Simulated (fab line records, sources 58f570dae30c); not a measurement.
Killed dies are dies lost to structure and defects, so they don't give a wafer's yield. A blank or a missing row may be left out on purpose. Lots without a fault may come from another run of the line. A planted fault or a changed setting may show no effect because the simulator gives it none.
Chamber matching | flow berkeley_cmos170 | UCB170_GATE_ETCH_15 on rie_si-01: 4 sister chambers
The step etches poly-Si in HBr/Cl2, stops on SiO2, time 56.3 s, target depth 278.2 nm. 8 wafers are shown with their chamber, then 7 later ones without.

WAFERS WITH THEIR CHAMBER
wafer  | chamber | throttle_valve_pct (%) | drypump_motor_current_A (A)
L466.4 | 3       | 26.46                  | 6.2
L468.5 | 0       | 26.73                  | 6.0
L468.6 | 3       | 26.47                  | 6.2
L469.6 | 0       | 26.74                  | 6.0
L471.4 | 2       | 26.33                  | 5.5
L471.5 | 1       | 26.32                  | 6.0
L473.3 | 1       | 26.30                  | 5.9
L473.4 | 2       | 26.34                  | 5.5

WAFERS WITHOUT THEIR CHAMBER
wafer  | throttle_valve_pct (%) | drypump_motor_current_A (A)
L473.6 | 26.33                  | 5.5
L476.2 | 26.72                  | 6.0
L476.4 | 26.33                  | 5.5
L476.6 | 26.45                  | 6.2
L478.4 | 26.73                  | 6.0
L478.5 | 26.45                  | 6.2
L478.6 | 26.72                  | 6.0

WHICH CHAMBER EACH WENT THROUGH
wafer  | from the rows above | in truth
L473.6 | 2                   | 2
L476.2 | 0                   | 0
L476.4 | 2                   | 2
L476.6 | 3                   | 3
L478.4 | 0                   | 0
L478.5 | 3                   | 3
L478.6 | 0                   | 0
Placed correctly: 7 of 7. Can't be placed from these rows: 0. Placed wrongly: 0.
How it was worked out, from the rows above alone: a wafer's distance from a chamber is the root of the sum, over the readings, of the square of ((its reading less the chamber's mean) divided by the reading's scatter). The wafer belongs to the nearest chamber; if the next one is less than 2 further off, it can't be placed. A chamber's mean is the mean of its shown wafers. The scatter: the root of (the sum of the squares of (reading less its chamber's mean) over the shown wafers, divided by (wafers less chambers)).
